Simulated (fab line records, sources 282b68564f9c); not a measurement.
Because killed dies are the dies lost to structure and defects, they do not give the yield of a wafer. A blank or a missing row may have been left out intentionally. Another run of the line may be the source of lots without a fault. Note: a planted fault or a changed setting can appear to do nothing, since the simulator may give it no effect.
A lot that was struck, set against a sound lot / flow rit-cmos / 14 steps out of a route of 202
Sound: wafers L831.1, L831.5, L831.6. The struck wafers were L828.1, L828.3, L828.4. Last of all comes the cause.
At each step with rows: each side's tool, then ch and its chambers, then its first start. Under that, the readings that differ: sound wafers / struck wafers / difference of the means / sigmas: that difference in standard deviations of wafers without a fault.
alike: a reading whose means differ by less than 2 such deviations, as well as words and numbers matching on both sides. not compared: withheld readings; readings where some wafer has no value; bounds like >300 that might hide an equal value; numbers whose values overlap and for which the record gives no deviation.
A row with sigmas, a row that says differs or no value, or rows on one side alone: a step with any of these is where the two part. Non-overlapping numbers with no deviation appear without sigmas and do not part them. A reading missing from all wafers of one side parts the sides only when that side holds two or more wafers.

first, 4 steps without rows for these wafers: RIT_NLDD_SOFTBAKE_02 (time 60 s); RIT_NLDD_EXPOSE_03 (exposes mask M7, target cd 40700 nm); RIT_NLDD_PEB_04; RIT_NLDD_DEVELOP_05 (develop time 50 s).
RIT_NLDD_OVL_MEAS_06:
  sound on overlay-01, day 5 21:09; struck on overlay-01, day 5 06:37
  alike: NLDD_OVL
then, 2 steps without rows for these wafers: RIT_NLDD_HARDBAKE_07 (time 60 s); RIT_NLDD_IMPLANT_08.
RIT_NLDD_STRIP_09: strips in O2, time 180 s.
  sound on plasma-asher-02 ch 0,1, day 5 21:31; struck on plasma-asher-02 ch 0,1, day 5 06:58
  alike: drypump-motor-current-A
  not compared: rf-hours-counter-h
RIT_NLDD_TW_MEAS_10:
  sound on film-metro-04, day 5 21:41; struck on film-metro-03, day 5 07:08
  alike: NLDD_TW
then, 3 steps without rows for these wafers: RIT_PLDD_HMDS_00 (prime time 60 s); RIT_PLDD_COAT_01 (resist thk 1000 nm); RIT_PLDD_SOFTBAKE_02 (time 60 s).
RIT_PLDD_EXPOSE_03: exposes mask M8, target cd 40900 nm.
  sound on iline-stepper-01 ch 0, day 5 22:11; struck on iline-stepper-01, day 5 07:38
  no value came back on the struck wafers for exposure-dose-mJ-cm2, focus-offset-nm (nm); on the sound wafers exposure-dose-mJ-cm2 reads 249.83 249.74 249.74
  alike: mask
then, 1 step without rows for these wafers: RIT_PLDD_PEB_04.

WHERE THEY PART
At RIT_PLDD_EXPOSE_03 and nowhere else, as far as this record goes.

WHY: what the simulator had put in
Entire step skipped (iline-stepper-01, RIT_PLDD_EXPOSE_03), from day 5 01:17 onward. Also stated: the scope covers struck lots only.
